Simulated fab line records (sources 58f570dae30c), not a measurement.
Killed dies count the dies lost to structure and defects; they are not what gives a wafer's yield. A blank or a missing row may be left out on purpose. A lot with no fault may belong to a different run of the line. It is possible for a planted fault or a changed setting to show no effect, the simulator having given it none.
fab line records    flow berkeley-cmos170    part 1 of 2: steps 1 to 41 of 45
[record] lots = 7  wafers = 21  last-day = 13
route steps=331 shown NLDD@161 SPACER@171 PSD@175 NSD@187 BACKSIDE@199 PLDD@208 M3@331
lots untouched by any fault: they come from a run of this same line in which no faults occurred
start-h: hours from the record's first day to the start of the lot's first wafer shown    wait-h: hours elapsed since this lot's preceding step    " unchanged from the row above    L1.1+2: a single row standing in for several wafers    - either no value or no given start    * or withheld: withheld    < > ~ a bound
route shown NAME@n: names a module that has steps shown in the file, with the first one's number in the route    usual: mean and standard deviation over wafers with no fault    same: alike in all rows    chamber/n: place in a boat    sites: per-site readings    _std_site: standard deviation of those values    _edge_site: the outer-site mean with the inner-site mean subtracted    radius-mm: how far each site lies from the wafer's centre    mask NAME#n: copy n    behind: the tool/chamber that last shaped the wafer    hold: why the lot went on hold/how many hours it stayed there/how the hold came to an end    device: whichever transistor did not switch (one of n, p or np)    end of line: tests of these same wafers at the route's end    for a step that has no rows: nothing shown but its recipe    killed: dies that structure and defects cost at the first sort, which is not the same as the wafer's yield    map: shows each die of a wafer: x if killed, . if not, _ if none is there
set.NAME: setting as actually run; set.NAME@STEP: the setting as run at that earlier step    model.NAME: the simulator's own value behind a step, which no gauge read
a table for each step, a row for each wafer; lots at some steps of the route
services: the hour from which a tool's chamber was out of use, counted from the record's first day as start-h (under 0 if before that day), plus the number of hours and why
[[steps]]
[step UCB170_NLDD_EXPOSE_03]
[recipe] mask-id = NSELECT  na = 0.5  sigma-outer = 0.6  source-shape = conventional  target-cd-nm = 1200  dose-mj = 30
[step UCB170_NLDD_PEB_04]
[recipe] peb-temp-c = 130  peb-time-s = withheld  resist = KrF
[step UCB170_NLDD_DEVELOP_05]
[recipe] developer = TMAH  develop-time-s = 45  resist = KrF  dev-temp-c = 21
[step UCB170_NLDD_CD_MEAS_06]
[recipe] target-cd-nm = 1200
[usual] cd-nm = 1199.9/1.3
lot.wafer  tool       chamber  start-h  wait-h  cd-nm
L939.2     cd-sem-02  -        141.12   -       1200.5
L939.4     "          -        "        "       1200.7
L939.6     "          -        "        "       1200.5
L944.2     cd-sem-01  -        168.00   -       1199.8
L944.4     "          -        "        "       1200.8
L944.6     "          -        "        "       1200.0
L949.1     cd-sem-02  -        209.93   -       1203.1
L949.5     "          -        "        "       1201.1
L949.6     "          -        "        "       1201.1
L950.4     cd-sem-02  -        210.20   -       1201.0
L950.5     "          -        "        "       1201.1
L950.6     "          -        "        "       1199.9
L951.3     cd-sem-02  -        213.61   -       1202.6
L951.4     "          -        "        "       1202.4
L951.6     "          -        "        "       1202.6
L957.2     cd-sem-02  -        240.23   -       1200.9
L957.3     "          -        "        "       1200.5
L957.4     "          -        "        "       1201.9
L959.2     cd-sem-01  -        257.65   -       1198.9
L959.4     "          -        "        "       1198.8
L959.5     "          -        "        "       1199.6
[step UCB170_NLDD_OVL_MEAS_07]
[usual] NLDD_OVL = -2/5.5
lot.wafer  tool        chamber  start-h  wait-h  NLDD_OVL[nm]
L939.2     overlay-02  -        141.22   0.1     2
L939.4     "           -        "        "       9
L939.6     "           -        "        "       -2
L944.2     overlay-02  -        168.11   0.1     -5
L944.4     "           -        "        "       -11
L944.6     "           -        "        "       -16
L949.1     overlay-02  -        210.05   0.1     -3
L949.5     "           -        "        "       -1
L949.6     "           -        "        "       -5
L950.4     overlay-02  -        210.28   0.1     -2
L950.5     "           -        "        "       -7
L950.6     "           -        "        "       -4
L951.3     overlay-01  -        213.70   0.1     2
L951.4     "           -        "        "       6
L951.6     "           -        "        "       12
L957.2     overlay-02  -        240.34   0.1     0
L957.3     "           -        "        "       -12
L957.4     "           -        "        "       -6
L959.2     overlay-01  -        257.76   0.1     -1
L959.4     "           -        "        "       5
L959.5     "           -        "        "       -4
[step UCB170_NLDD_IMPLANT_08]
[recipe] species = As  dose-cm2 = 4.926e+13  energy-kev = 30  tilt-deg = 7  rotation-deg = 0
[step UCB170_NLDD_IMPLANT_09]
[recipe] species = As  dose-cm2 = 5e+13  energy-kev = 30  tilt-deg = 7  rotation-deg = 180
[step UCB170_NLDD_STRIP_10]
[recipe] chemistry = O2  power-w = 400  pressure-mtorr = 3500  platen-temp-c = withheld  o2-flow-sccm = 400  overash-fraction = 0.5
[usual] drypump-motor-current-A = 5.7/0.59  oes-product-au = 0.735/0.0046  strip-time-to-endpoint-s = 21.64/0.063
lot.wafer  tool             chamber  start-h  wait-h  drypump-motor-current-A  oes-product-au  rf-hours-counter-h  strip-time-to-endpoint-s
L939.2     plasma-asher-02  0        141.55   0.1     5.2                      0.738           39                  21.55
L939.4     "                1        "        "       5.4                      0.738           -                   21.54
L939.6     "                0        "        "       5.2                      0.732           -                   21.57
L944.2     plasma-asher-03  1        168.44   0.1     6.0                      0.734           41                  21.62
L944.4     "                0        "        "       6.2                      0.737           -                   21.58
L944.6     "                1        "        "       5.9                      0.740           -                   21.73
L949.1     plasma-asher-03  1        210.39   0.1     6.0                      0.735           44                  21.60
L949.5     "                1        "        "       6.0                      0.729           -                   21.69
L949.6     "                0        "        "       6.3                      0.729           -                   21.66
L950.4     plasma-asher-01  1        210.63   0.1     6.6                      0.729           -                   21.58
L950.5     "                0        "        "       5.0                      0.732           -                   21.53
L950.6     "                1        "        "       6.6                      0.741           -                   21.55
L951.3     plasma-asher-03  0        214.06   0.1     6.2                      0.737           -                   21.61
L951.4     "                1        "        "       6.0                      0.736           -                   21.63
L951.6     "                1        "        "       6.0                      0.732           -                   21.54
L957.2     plasma-asher-01  0        240.67   0.1     5.0                      0.741           55                  21.70
L957.3     "                1        "        "       6.6                      0.730           -                   21.62
L957.4     "                0        "        "       4.9                      0.736           -                   21.68
L959.2     plasma-asher-01  0        258.09   0.1     4.9                      0.736           58                  21.65
L959.4     "                1        "        "       6.6                      0.735           -                   21.54
L959.5     "                1        "        "       6.6                      0.737           -                   21.62
[step UCB170_NLDD_TW_MEAS_11]
[usual] NLDD_TW = 2229/19
lot.wafer  tool           chamber  start-h  wait-h  NLDD_TW
L939.2     film-metro-04  -        141.66   0.1     2238
L939.4     "              -        "        "       2241
L939.6     "              -        "        "       2241
L944.2     film-metro-04  -        168.55   0.1     2235
L944.4     "              -        "        "       2241
L944.6     "              -        "        "       2227
L949.1     film-metro-01  -        210.49   0.1     2210
L949.5     "              -        "        "       2195
L949.6     "              -        "        "       2219
L950.4     film-metro-04  -        210.73   0.1     2251
L950.5     "              -        "        "       2250
L950.6     "              -        "        "       2258
L951.3     film-metro-04  -        214.15   0.1     2244
L951.4     "              -        "        "       2251
L951.6     "              -        "        "       2251
L957.2     film-metro-03  -        240.78   0.1     2243
L957.3     "              -        "        "       2243
L957.4     "              -        "        "       2250
L959.2     film-metro-01  -        258.20   0.1     2215
L959.4     "              -        "        "       2201
L959.5     "              -        "        "       2209
[step UCB170_NLDD_CLEAN_12]
[recipe] chemistry = SPM  temp-c = 120  time-s = 600
[step UCB170_SPACER_CVD_00]
[recipe] material = SiO2  target-thk-nm = 376  temp-c = 390  precursor = TEOS/O2  time-s = 47  rf-w = 550  pressure-mtorr = 9000
[usual] heater-power-w = 255/51
lot.wafer  tool      chamber  start-h  wait-h  heater-power-w
L939.2     pecvd-04  1        141.89   0.0     253
L939.4     "         2        "        "       245
L939.6     "         1        "        "       175
L944.2     pecvd-02  1        168.88   0.0     229
L944.4     "         2        "        "       330
L944.6     "         2        "        "       342
L949.1     pecvd-04  0        210.72   0.0     267
L949.5     "         1        "        "       235
L949.6     "         2        "        "       264
L950.4     pecvd-03  2        210.95   0.0     325
L950.5     "         1        "        "       171
L950.6     "         0        "        "       186
L951.3     pecvd-03  1        214.36   0.0     225
L951.4     "         2        "        "       284
L951.6     "         1        "        "       147
L957.2     pecvd-04  1        241.13   0.0     195
L957.3     "         2        "        "       257
L957.4     "         0        "        "       281
L959.2     pecvd-02  0        258.47   0.0     272
L959.4     "         1        "        "       239
L959.5     "         0        "        "       279
[step UCB170_SPACER_THK_MEAS_01]
[recipe] reads = SiO2_of_SPACER_CVD_00
[usual] SPACER_TEOS_THK = 376/4.4
lot.wafer  tool           chamber  start-h  wait-h  SPACER_TEOS_THK[nm]
L939.2     film-metro-04  -        141.94   0.0     366
L939.4     "              -        "        "       375
L939.6     "              -        "        "       379
L944.2     film-metro-02  -        168.96   0.1     375
L944.4     "              -        "        "       376
L944.6     "              -        "        "       374
L949.1     film-metro-02  -        210.76   0.0     377
L949.5     "              -        "        "       385
L949.6     "              -        "        "       390
L950.4     film-metro-03  -        211.00   0.0     385
L950.5     "              -        "        "       380
L950.6     "              -        "        "       385
L951.3     film-metro-02  -        214.42   0.0     373
L951.4     "              -        "        "       383
L951.6     "              -        "        "       375
L957.2     film-metro-03  -        241.20   0.0     375
L957.3     "              -        "        "       373
L957.4     "              -        "        "       380
L959.2     film-metro-02  -        258.53   0.0     370
L959.4     "              -        "        "       381
L959.5     "              -        "        "       380
[step UCB170_SPACER_ANNEAL_02]
[recipe] temp-c = 900  time-s = 1800  ambient = N2
[usual] spike-tc-centre-C = 901.4/1.5  spike-tc-load-C = 924.7/1.8  spike-tc-source-C = 922.3/2  tube-center-temp-C = 900/0.082  tube_center_temp_C_max = 902.3/0.37  zone-power-source-pct = 25.3/0.95
lot.wafer  tool        chamber  start-h  wait-h  spike-tc-centre-C  spike-tc-load-C  spike-tc-source-C  tube-center-temp-C  tube_center_temp_C_max  zone-power-source-pct
L939.2     furnace-04  0        144.22   2.3     900.7              926.1            923.7              899.99              902.5                   24.6
L939.4     "           0        "        "       899.9              925.8            924.7              900.13              903.0                   25.0
L939.6     "           0        "        "       898.5              926.3            924.5              899.9               902.8                   24.6
L944.2     furnace-01  0        171.86   2.9     902.0              924.2            918.7              900                 902.4                   27.1
L944.4     "           0        "        "       903.2              922.8            918.0              899.96              902.1                   27.3
L944.6     "           0        "        "       901.5              922.7            918.7              900.01              902.7                   27.2
L949.1     furnace-04  0        214.82   4.1     951.4              976.9            974.1              950.03              952.6                   28.2
L949.5     "           0        "        "       948.7              976.7            974.9              949.97              952.1                   28.5
L949.6     "           0        "        "       949.6              977.1            973.2              949.89              952.1                   28.2
L950.4     furnace-04  0        214.82   3.8     949.0              978.1            972.7              949.97              952.8                   28.4
L950.5     "           0        "        "       950.1              976.0            973.3              950.12              952.1                   28.3
L950.6     "           0        "        "       951.1              975.0            973.4              949.91              952.5                   28.0
L951.3     furnace-04  0        214.82   0.4     950.0              978.3            972.9              949.83              952.3                   28.2
L951.4     "           0        "        "       949.9              977.9            973.3              949.97              951.9                   28.4
L951.6     "           0        "        "       950.0              978.1            974.3              949.96              952.0                   28.1
L957.2     furnace-01  0        242.65   1.4     903.2              923.3            918.2              900.06              902.5                   27.2
L957.3     "           0        "        "       900.3              923.7            919.1              899.98              902.6                   27.2
L957.4     "           0        "        "       902.3              922.5            920.8              899.95              902.1                   26.9
L959.2     furnace-03  0        261.28   2.7     902.6              924.0            923.4              900.01              902.1                   25.1
L959.4     "           0        "        "       903.3              920.8            922.1              899.96              902.4                   24.6
L959.5     "           0        "        "       902.0              924.1            923.6              899.82              902.4                   24.7
[step UCB170_SPACER_ETCHBACK_03]
[recipe] stop-on = Si  target = SiO2  chemistry = CHF3/CF4/Ar  CHF3_flow_sccm = 50  cf4-flow-sccm = 10  Ar_flow_sccm = 120  pressure-mtorr = 200  rf-w = 500  target-depth-a = 3760  time-s = 100
[step UCB170_PSD_HMDS_00]
[recipe] prime-time-s = 60  prime-temp-c = 100
[step UCB170_PSD_COAT_01]
[recipe] resist = KrF  spin-rpm = 1500  resist-thk-nm = 900
[step UCB170_PSD_SOFTBAKE_02]
[recipe] resist = KrF  temp-c = 130  time-s = 60
[step UCB170_PSD_EXPOSE_03]
[recipe] mask-id = PSELECT_MOD  na = 0.5  sigma-outer = 0.6  source-shape = conventional  target-cd-nm = 1200  dose-mj = 30
[step UCB170_PSD_PEB_04]
[recipe] peb-temp-c = 130  peb-time-s = withheld  resist = KrF
[step UCB170_PSD_DEVELOP_05]
[recipe] developer = TMAH  develop-time-s = 45  resist = KrF  dev-temp-c = 21
[step UCB170_PSD_CD_MEAS_06]
[recipe] target-cd-nm = 1200
[usual] cd-nm = 1199.5/1.3
lot.wafer  tool       chamber  start-h  wait-h  cd-nm
L939.2     cd-sem-01  -        146.99   -       1198.7
L939.4     "          -        "        "       1198.6
L939.6     "          -        "        "       1198.2
L944.2     cd-sem-02  -        174.33   -       1199.4
L944.4     "          -        "        "       1198.2
L944.6     "          -        "        "       1199.6
L949.1     cd-sem-01  -        217.81   -       1198.6
L949.5     "          -        "        "       1198.1
L949.6     "          -        "        "       1198.3
L950.4     cd-sem-02  -        217.91   -       1200.2
L950.5     "          -        "        "       1200.4
L950.6     "          -        "        "       1200.4
L951.3     cd-sem-02  -        218.16   -       1199.4
L951.4     "          -        "        "       1199.0
L951.6     "          -        "        "       1199.9
L957.2     cd-sem-01  -        245.69   -       1199.0
L957.3     "          -        "        "       1199.6
L957.4     "          -        "        "       1197.9
L959.2     cd-sem-01  -        264.05   -       1197.4
L959.4     "          -        "        "       1197.0
L959.5     "          -        "        "       1197.3
[step UCB170_PSD_OVL_MEAS_07]
[usual] PSD_OVL = 1/5.2
lot.wafer  tool        chamber  start-h  wait-h  PSD_OVL[nm]
L939.2     overlay-01  -        147.09   0.1     0
L939.4     "           -        "        "       0
L939.6     "           -        "        "       1
L944.2     overlay-02  -        174.44   0.1     9
L944.4     "           -        "        "       7
L944.6     "           -        "        "       -2
L949.1     overlay-01  -        217.93   0.1     2
L949.5     "           -        "        "       2
L949.6     "           -        "        "       8
L950.4     overlay-02  -        217.98   0.1     -4
L950.5     "           -        "        "       7
L950.6     "           -        "        "       -3
L951.3     overlay-02  -        218.25   0.1     3
L951.4     "           -        "        "       5
L951.6     "           -        "        "       -5
L957.2     overlay-02  -        245.80   0.1     2
L957.3     "           -        "        "       -4
L957.4     "           -        "        "       -10
L959.2     overlay-02  -        264.15   0.1     -7
L959.4     "           -        "        "       -3
L959.5     "           -        "        "       -3
[step UCB170_PSD_IMPLANT_08]
[recipe] species = B  dose-cm2 = 3e+15  energy-kev = 20  tilt-deg = 7
[step UCB170_PSD_STRIP_09]
[recipe] chemistry = O2  power-w = 400  pressure-mtorr = 3500  platen-temp-c = withheld  o2-flow-sccm = 400  overash-fraction = 0.5
[usual] drypump-motor-current-A = 5.8/0.47  oes-product-au = 0.600/0.0044  strip-time-to-endpoint-s = 29.41/0.084
lot.wafer  tool             chamber  start-h  wait-h  drypump-motor-current-A  oes-product-au  rf-hours-counter-h  strip-time-to-endpoint-s
L939.2     plasma-asher-04  1        147.27   0.1     5.6                      0.599           3                   29.36
L939.4     "                0        "        "       6.6                      0.595           -                   29.24
L939.6     "                1        "        "       5.6                      0.606           -                   29.34
L944.2     plasma-asher-02  1        174.62   0.1     5.4                      0.593           42                  29.50
L944.4     "                0        "        "       5.2                      0.597           -                   29.50
L944.6     "                1        "        "       5.4                      0.597           -                   29.55
L949.1     plasma-asher-03  1        218.12   0.1     6.0                      0.597           45                  29.38
L949.5     "                0        "        "       6.2                      0.599           -                   29.50
L949.6     "                1        "        "       5.9                      0.598           -                   29.44
L950.4     plasma-asher-02  0        218.19   0.1     5.2                      0.603           -                   29.32
L950.5     "                0        "        "       5.2                      0.603           -                   29.32
L950.6     "                1        "        "       5.4                      0.608           -                   29.29
L951.3     plasma-asher-03  0        218.46   0.1     6.2                      0.598           -                   29.39
L951.4     "                1        "        "       6.0                      0.594           -                   29.41
L951.6     "                0        "        "       6.2                      0.599           -                   29.43
L957.2     plasma-asher-04  1        245.98   0.1     5.6                      0.604           12                  29.57
L957.3     "                1        "        "       5.6                      0.610           -                   29.43
L957.4     "                0        "        "       6.6                      0.603           -                   29.50
L959.2     plasma-asher-03  1        264.33   0.1     5.9                      0.594           50                  29.49
L959.4     "                0        "        "       6.3                      0.598           -                   29.57
L959.5     "                1        "        "       5.9                      0.603           -                   29.51
[step UCB170_PSD_TW_MEAS_10]
[usual] PSD_TW = 2345/20
lot.wafer  tool           chamber  start-h  wait-h  PSD_TW
L939.2     film-metro-01  -        147.38   0.1     2318
L939.4     "              -        "        "       2325
L939.6     "              -        "        "       2320
L944.2     film-metro-01  -        174.73   0.1     2326
L944.4     "              -        "        "       2329
L944.6     "              -        "        "       2322
L949.1     film-metro-01  -        218.22   0.1     2327
L949.5     "              -        "        "       2325
L949.6     "              -        "        "       2321
L950.4     film-metro-03  -        218.28   0.1     2367
L950.5     "              -        "        "       2378
L950.6     "              -        "        "       2371
L951.3     film-metro-01  -        218.55   0.1     2321
L951.4     "              -        "        "       2320
L951.6     "              -        "        "       2314
L957.2     film-metro-04  -        246.09   0.1     2343
L957.3     "              -        "        "       2332
L957.4     "              -        "        "       2337
L959.2     film-metro-03  -        264.44   0.1     2352
L959.4     "              -        "        "       2368
L959.5     "              -        "        "       2370
[step UCB170_PSD_CLEAN_11]
[recipe] chemistry = SPM  temp-c = 120  time-s = 600
[step UCB170_NSD_HMDS_00]
[recipe] prime-time-s = 60  prime-temp-c = 100
[step UCB170_NSD_COAT_01]
[recipe] resist = KrF  spin-rpm = 1500  resist-thk-nm = 900
[step UCB170_NSD_SOFTBAKE_02]
[recipe] resist = KrF  temp-c = 130  time-s = 60
[step UCB170_NSD_EXPOSE_03]
[recipe] mask-id = NSELECT_MOD  na = 0.5  sigma-outer = 0.6  source-shape = conventional  target-cd-nm = 1200  dose-mj = 30
[step UCB170_NSD_PEB_04]
[recipe] peb-temp-c = 130  peb-time-s = withheld  resist = KrF
[step UCB170_NSD_DEVELOP_05]
[recipe] developer = TMAH  develop-time-s = 45  resist = KrF  dev-temp-c = 21
[step UCB170_NSD_CD_MEAS_06]
[recipe] target-cd-nm = 1200
[usual] cd-nm = 1199.7/1.5
lot.wafer  tool       chamber  start-h  wait-h  cd-nm
L939.2     cd-sem-02  -        148.47   -       1200.7
L939.4     "          -        "        "       1200.1
L939.6     "          -        "        "       1199.9
L944.2     cd-sem-02  -        176.25   -       1196.8
L944.4     "          -        "        "       1197.2
L944.6     "          -        "        "       1196.8
L950.4     cd-sem-02  -        221.79   -       1200.3
L950.5     "          -        "        "       1200.9
L950.6     "          -        "        "       1201.9
L949.1     cd-sem-01  -        221.86   -       1200.7
L949.5     "          -        "        "       1200.3
L949.6     "          -        "        "       1199.8
L951.3     cd-sem-02  -        222.32   -       1202.0
L951.4     "          -        "        "       1200.6
L951.6     "          -        "        "       1201.8
L957.2     cd-sem-02  -        248.33   -       1199.8
L957.3     "          -        "        "       1199.2
L957.4     "          -        "        "       1199.6
L959.2     cd-sem-01  -        266.18   -       1201.2
L959.4     "          -        "        "       1200.4
L959.5     "          -        "        "       1201.1
[step UCB170_NSD_OVL_MEAS_07]
[usual] NSD_OVL = 1/6.1
lot.wafer  tool        chamber  start-h  wait-h  NSD_OVL[nm]
L939.2     overlay-01  -        148.58   0.1     -2
L939.4     "           -        "        "       0
L939.6     "           -        "        "       0
L944.2     overlay-01  -        176.36   0.1     3
L944.4     "           -        "        "       0
L944.6     "           -        "        "       4
L950.4     overlay-01  -        221.86   0.1     -4
L950.5     "           -        "        "       -2
L950.6     "           -        "        "       -2
L949.1     overlay-02  -        221.98   0.1     7
L949.5     "           -        "        "       3
L949.6     "           -        "        "       4
L951.3     overlay-02  -        222.41   0.1     0
L951.4     "           -        "        "       11
L951.6     "           -        "        "       5
L957.2     overlay-02  -        248.44   0.1     -1
L957.3     "           -        "        "       1
L957.4     "           -        "        "       2
L959.2     overlay-01  -        266.28   0.1     -3
L959.4     "           -        "        "       -11
L959.5     "           -        "        "       3
[step UCB170_NSD_IMPLANT_08]
[recipe] species = P  dose-cm2 = 3e+15  energy-kev = 40  tilt-deg = 7
[step UCB170_NSD_STRIP_09]
[recipe] chemistry = O2  power-w = 400  pressure-mtorr = 3500  platen-temp-c = withheld  o2-flow-sccm = 400  overash-fraction = 0.5
[usual] drypump-motor-current-A = 6.0/0.51  oes-product-au = 0.534/0.0047  strip-time-to-endpoint-s = 35.84/0.074
lot.wafer  tool             chamber  start-h  wait-h  drypump-motor-current-A  oes-product-au  rf-hours-counter-h  strip-time-to-endpoint-s
L939.2     plasma-asher-04  0        148.76   0.1     6.6                      0.532           3                   35.81
L939.4     "                1        "        "       5.5                      0.531           -                   35.91
L939.6     "                0        "        "       6.6                      0.538           -                   35.82
L944.2     plasma-asher-04  1        176.54   0.1     5.5                      0.542           6                   35.78
L944.4     "                1        "        "       5.6                      0.531           -                   35.79
L944.6     "                1        "        "       5.6                      0.537           -                   35.82
L950.4     plasma-asher-04  1        222.07   0.1     5.5                      0.541           -                   35.97
L950.5     "                1        "        "       5.6                      0.527           -                   35.91
L950.6     "                0        "        "       6.6                      0.531           -                   35.82
L949.1     plasma-asher-03  0        222.17   0.1     6.3                      0.532           46                  35.99
L949.5     "                1        "        "       5.9                      0.535           -                   35.90
L949.6     "                0        "        "       6.2                      0.532           -                   35.89
L951.3     plasma-asher-04  0        222.62   0.1     6.6                      0.533           -                   35.77
L951.4     "                1        "        "       5.5                      0.539           -                   35.80
L951.6     "                0        "        "       6.6                      0.530           -                   35.74
L957.2     plasma-asher-04  1        248.62   0.1     5.6                      0.541           13                  35.89
L957.3     "                0        "        "       6.6                      0.539           -                   35.88
L957.4     "                1        "        "       5.6                      0.534           -                   35.89
L959.2     plasma-asher-03  0        266.46   0.1     6.2                      0.534           51                  35.75
L959.4     "                1        "        "       5.9                      0.533           -                   35.73
L959.5     "                1        "        "       5.9                      0.531           -                   35.78
[step UCB170_NSD_TW_MEAS_10]
[usual] NSD_TW = 4219/36
lot.wafer  tool           chamber  start-h  wait-h  NSD_TW
L939.2     film-metro-04  -        148.87   0.1     4254
L939.4     "              -        "        "       4217
L939.6     "              -        "        "       4238
L944.2     film-metro-01  -        176.65   0.1     4197
L944.4     "              -        "        "       4166
L944.6     "              -        "        "       4177
L950.4     film-metro-03  -        222.16   0.1     4270
L950.5     "              -        "        "       4259
L950.6     "              -        "        "       4254
L949.1     film-metro-04  -        222.27   0.1     4263
L949.5     "              -        "        "       4258
L949.6     "              -        "        "       4298
L951.3     film-metro-01  -        222.70   0.1     4170
L951.4     "              -        "        "       4178
L951.6     "              -        "        "       4195
L957.2     film-metro-03  -        248.73   0.1     4262
L957.3     "              -        "        "       4242
L957.4     "              -        "        "       4239
L959.2     film-metro-03  -        266.57   0.1     4215
L959.4     "              -        "        "       4237
L959.5     "              -        "        "       4220
[step UCB170_NSD_CLEAN_11]
[recipe] chemistry = SPM  temp-c = 120  time-s = 600
[step UCB170_BACKSIDE_HMDS_00]
[recipe] prime-time-s = 60  prime-temp-c = 100
[step UCB170_BACKSIDE_COAT_01]
[recipe] resist = KrF  spin-rpm = 1500  resist-thk-nm = 900
[step UCB170_BACKSIDE_SOFTBAKE_02]
[recipe] resist = KrF  temp-c = 130  time-s = 60
[[key]]
[first-sign] step = UCB170_SPACER_ANNEAL_02  reading = tube-center-temp-C  direction = up  sigmas = 99+  usual = *  struck = *
[effect] step = UCB170_SPACER_ANNEAL_02  reading = tube_center_temp_C_max  direction = up  sigmas = 99+  usual = *  struck = *
[effect] step = UCB170_SDANNEAL_RS_MEAS_04  reading = PLDD_RS  direction = down  sigmas = 56  usual = 1030.5  struck = 899.8
[effect] step = UCB170_SDANNEAL_RS_MEAS_05  reading = NLDD_RS  direction = down  sigmas = 13  usual = 618.9  struck = 602.2
[model-effect] step = UCB170_M3_PROBE_99  value = etest.pmos_0p6.r-on-ohm-um  without = 8542  struck = 7711
met-at UCB170_SPACER_ANNEAL_02
struck-wafers L949.1,L949.5,L949.6,L950.4,L950.5,L950.6,L951.3,L951.4,L951.6
tester-left-out L949,L950,L951
onset-between 144.22 214.82
[fault] kind = process-parameter-drift  tool = furnace-04  chamber = -  onset-h = 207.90  steps = UCB170_SPACER_ANNEAL_02  channel = temp-c  offset = *  shape = step  end-h = 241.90  acts-in = *  stated = *
// tester-left-out: of these lots the tester's yield and bins aren't shown, on N5 and GAA mostly nor the transistor test; their killed dies are dies lost to structure and defects alone, not to doping, threshold or leakage, so they don't give the yield
